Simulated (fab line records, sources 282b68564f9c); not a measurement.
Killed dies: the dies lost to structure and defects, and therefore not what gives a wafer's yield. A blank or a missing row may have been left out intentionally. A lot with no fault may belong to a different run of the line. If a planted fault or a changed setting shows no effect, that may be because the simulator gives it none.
Problem report in the 8D (eight disciplines) form, filled by code || flow rit_cmos || the parts of the form that need people (team, actions taken, sign-off) are left out

1. WHAT WENT WRONG
NWELL_TW at RIT_NWELL_TW_MEAS_10 reads a mean of 2204 on 9 wafers of 3 lots; wafers without a fault read 2131 with a standard deviation of 13. Relative to the usual mean, that is a shift of +5.6 standard deviations.
First seen on wafer L418.4, day 5 00:37, on film_metro-04. The record holds 45 wafers of 15 lots with a number at this step. Rule for "out" (also "out of limits"): further than 4 standard deviations from the usual mean. Any other wafer with a number is counted as sound.

2. WHAT IT IS AND WHAT IT IS NOT
{"question": "which readings at this step", "is": "NWELL_TW", "is not": "-"}
{"question": "which lots", "is": "L418, L419, L420", "is not": "L404, L405, L406, L408, L409, L410, L411, L412, L413, L414, L416, L426"}
{"question": "which wafers of those lots", "is": "all that have a number", "is not": "-"}
{"question": "read on which gauges", "is": "film_metro-01, film_metro-04", "is not": "film_metro-03"}
{"question": "when", "is": "from day 5 00:37", "is not": "up to then (33 sound wafers); but 3 sound wafers of L426 came after"}

3. SUSPECTS, AND WHAT RULES EACH OUT
Counting: a tool at any process step up to the reading remains a suspect when it ran all the lots that are out and ran no sound lot after the first of those.
- the gauge at RIT_NWELL_TW_MEAS_10 is ruled out. The wafers that are out were read on 2 gauges (film_metro-01, film_metro-04).
- implanter-04 at RIT_NWELL_IMPLANT_08: kept. It processed each lot that is out, first L418 at day 5 00:20, and no sound lot thereafter; up to then, the last sound lot it processed was L416 at day 4 10:17. Its own end_station_pressure_torr readings are out on those wafers.
The count leaves implanter-04 at RIT_NWELL_IMPLANT_08.

4. THE CAUSE (what the simulator had put in)
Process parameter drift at RIT_NWELL_IMPLANT_08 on implanter-04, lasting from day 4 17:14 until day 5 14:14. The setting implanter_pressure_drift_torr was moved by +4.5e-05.
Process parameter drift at RIT_NWELL_IMPLANT_08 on implanter-04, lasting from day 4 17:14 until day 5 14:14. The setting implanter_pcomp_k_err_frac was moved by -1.
Only this tool survived the counting.

5. THE CHAIN OF EFFECTS, in route order
Rows list readings where the struck wafers' mean (over those with a number) sits beyond 3 standard deviations from the usual. Only readings for which the record gives a usual standard deviation are gone through. hours: the time from each lot's start at the first step in this table that gives one to its start at this step, as a median over the lots. sigmas: the change in usual standard deviations.
{"hours": 0, "step": "RIT_NWELL_IMPLANT_08", "reading": "beam_on_s", "usual": "9.99 s", "on struck wafers": 11.09, "change": "+1.10", "sigmas": "+5.5"}
{"hours": 0, "step": "RIT_NWELL_IMPLANT_08", "reading": "end_station_pressure_torr", "usual": "5.13e-06 Torr", "on struck wafers": 4.97e-05, "change": "+4.46e-05", "sigmas": "+99 or more"}
{"hours": 0, "step": "RIT_NWELL_IMPLANT_08", "reading": "faraday_current_uA", "usual": 159, "on struck wafers": 145, "change": -14, "sigmas": -4.5}
{"hours": 0, "step": "RIT_NWELL_TW_MEAS_10", "reading": "NWELL_TW", "usual": 2131, "on struck wafers": 2204, "change": "+73", "sigmas": "+5.6"}
{"hours": 7, "step": "RIT_WELLDRIVE_RS_MEAS_01", "reading": "NWELL_RS", "usual": "275.3 ohm/sq", "on struck wafers": 259.4, "change": -15.9, "sigmas": -21}
It contains these process steps:
- RIT_NWELL_IMPLANT_08

6. HOW IT WOULD HAVE BEEN CAUGHT EARLIER
The first out-of-limits reading at a measuring or inspecting step in this record came at day 5 00:37, 7 hours after the fault's start at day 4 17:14.
At RIT_NWELL_IMPLANT_08, the tool's own readings (end_station_pressure_torr) were out on each struck wafer the step has a row for, so an alarm limit on them would have fired on the first such wafer.
Of the lots that are out (3), L419, L420 began RIT_NWELL_IMPLANT_08 on implanter-04 after day 5 00:37. A hold on the tool at that time would have spared those 2.
